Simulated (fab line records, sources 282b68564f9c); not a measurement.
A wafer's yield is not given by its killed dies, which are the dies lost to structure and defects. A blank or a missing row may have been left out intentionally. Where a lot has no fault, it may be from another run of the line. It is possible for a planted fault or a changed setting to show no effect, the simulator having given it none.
A struck lot beside a sound one    flow rit-cmos    14 steps out of a route of 202
Sound: the wafers L266.1, L266.4, L266.5. Wafers struck: L276.1, L276.2, L276.3. The cause is named last.
At each step with rows: each side's tool, then ch and its chambers, then its first start. Under that, the readings that differ: sound wafers    struck wafers    difference of the means    sigmas: that difference in standard deviations of wafers without a fault.
alike: same words and numbers on both sides, and readings whose means sit less than 2 such deviations apart. not compared: any withheld reading, any reading some wafer has no value for, any bound like >300 that may hide the same value, and any number with overlapping values for which the record gives no deviation.
Wherever a step has rows on one side only, a row that says differs or no value, or a row with sigmas, the two part there. Non-overlapping numbers with no deviation appear without sigmas and do not part them. A reading missing from all wafers of one side parts the sides only when that side holds two or more wafers.

first, 3 steps without rows for these wafers: RIT_NRETRO_EXPOSE_03 (exposes mask M4, target cd 43900 nm); RIT_NRETRO_PEB_04; RIT_NRETRO_DEVELOP_05 (develop time 68 s).
RIT_NRETRO_OVL_MEAS_06:
  sound: overlay-01 at day 2 21:14; struck: overlay-01 at day 4 23:25
  alike: NRETRO_OVL
then, 2 steps without rows for these wafers: RIT_NRETRO_HARDBAKE_07 (time 120 s); RIT_NRETRO_IMPLANT_08.
RIT_NRETRO_STRIP_09: strips in O2, time 180 s.
  sound on plasma-asher-04 ch 0,1, day 2 21:40; struck on plasma-asher-03 ch 0,1, day 4 23:51
  alike: drypump-motor-current-A
  not compared: rf-hours-counter-h
RIT_NRETRO_TW_MEAS_10:
  sound: film-metro-04 at day 2 21:50; struck: film-metro-04 at day 5 00:02
  alike: NRETRO_TW
then, 4 steps without rows for these wafers: RIT_PRETRO_HMDS_00 (prime time 60 s); RIT_PRETRO_COAT_01 (resist thk 1300 nm); RIT_PRETRO_SOFTBAKE_02 (time 60 s); RIT_PRETRO_EXPOSE_03 (exposes mask M5, target cd 43700 nm).
RIT_PRETRO_PEB_04:
  struck on litho-track-01, day 5 00:39; sound on litho-track-01 ch 0, day 2 22:35
reading          sound           struck  difference                     sigmas
exhaust-pa (Pa)  45.5 46.0 45.6  - - -   no value on the struck wafers  
  not compared: chill-plate-temp-C
then, 1 step without rows for these wafers: RIT_PRETRO_DEVELOP_05 (develop time 64.65 s).

== WHERE THEY PART ==
At RIT_PRETRO_PEB_04 and nowhere else, as far as this record goes.

WHY: what the simulator had put in
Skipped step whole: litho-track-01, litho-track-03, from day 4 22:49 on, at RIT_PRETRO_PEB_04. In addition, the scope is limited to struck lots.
